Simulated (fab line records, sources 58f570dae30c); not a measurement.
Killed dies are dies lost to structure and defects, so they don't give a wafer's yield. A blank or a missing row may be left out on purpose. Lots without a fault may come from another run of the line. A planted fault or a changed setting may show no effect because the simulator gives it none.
Which tool did it? | flow berkeley_cmos170 | 7 lots, 21 wafers sampled, at 2 steps of a route of 331

WHAT THE GAUGES READ, wafer by wafer
UCB170_PLDD_TW_MEAS_11.
lot  | measured     | on            | PLDD_TW
L569 | day 7 22:11  | film_metro-01 | 1000 1002 998
L572 | day 8 07:37  | film_metro-04 | 1013 1019 1014
L571 | day 8 08:21  | film_metro-04 | 1017 1013 1023
L575 | day 9 10:34  | film_metro-01 | 1002 1002 1000
L577 | day 10 02:19 | film_metro-01 | 1009 1011 1012
L576 | day 10 02:28 | film_metro-04 | 1022 1021 1022
L585 | day 11 08:09 | film_metro-04 | 950 950 954

WHICH TOOL RAN EACH LOT (tool, then ch and the chambers of the sampled wafers, then the start)
lot  | UCB170_PLDD_IMPLANT_08
L569 | implanter-02 ch 0, day 7 21:49
L572 | implanter-03 ch 0, day 8 07:13
L571 | implanter-01 ch 0, day 8 07:59
L575 | implanter-02 ch 0, day 9 10:11
L577 | implanter-01 ch 0, day 10 01:36
L576 | implanter-01 ch 0, day 10 01:56
L585 | implanter-02 ch 0, day 11 07:45
- UCB170_PLDD_IMPLANT_08

THE ANSWER, worked out from the rows above alone
Rule: what is usual is taken from the lots themselves. Put in order of their means at a reading, lots are off if they are a third of the lots or fewer, leave a main group of 4 or more, and stand apart from it by a gap of 3 or more times the standard deviation of the main group's means; of several such gaps the widest counts. A main group whose means are all the same, to the digits that the tables above print for the reading, isn't used. A lot without any number at a reading at which 4 lots or more have one is off too. The other lots that the step has rows for count as sound.
Off: L585, at UCB170_PLDD_TW_MEAS_11 (PLDD_TW). The main group: mean 1011, standard deviation 8.1.
A tool fits if, at a process step before that reading, it ran every lot that is off, and no sound lot after the first of them. The gauges at UCB170_PLDD_TW_MEAS_11 are tried like those tools. Can't be told from this: 2 tools fit, implanter-02 at UCB170_PLDD_IMPLANT_08, film_metro-04 at UCB170_PLDD_TW_MEAS_11.

WHAT THE SIMULATOR HAD PUT IN
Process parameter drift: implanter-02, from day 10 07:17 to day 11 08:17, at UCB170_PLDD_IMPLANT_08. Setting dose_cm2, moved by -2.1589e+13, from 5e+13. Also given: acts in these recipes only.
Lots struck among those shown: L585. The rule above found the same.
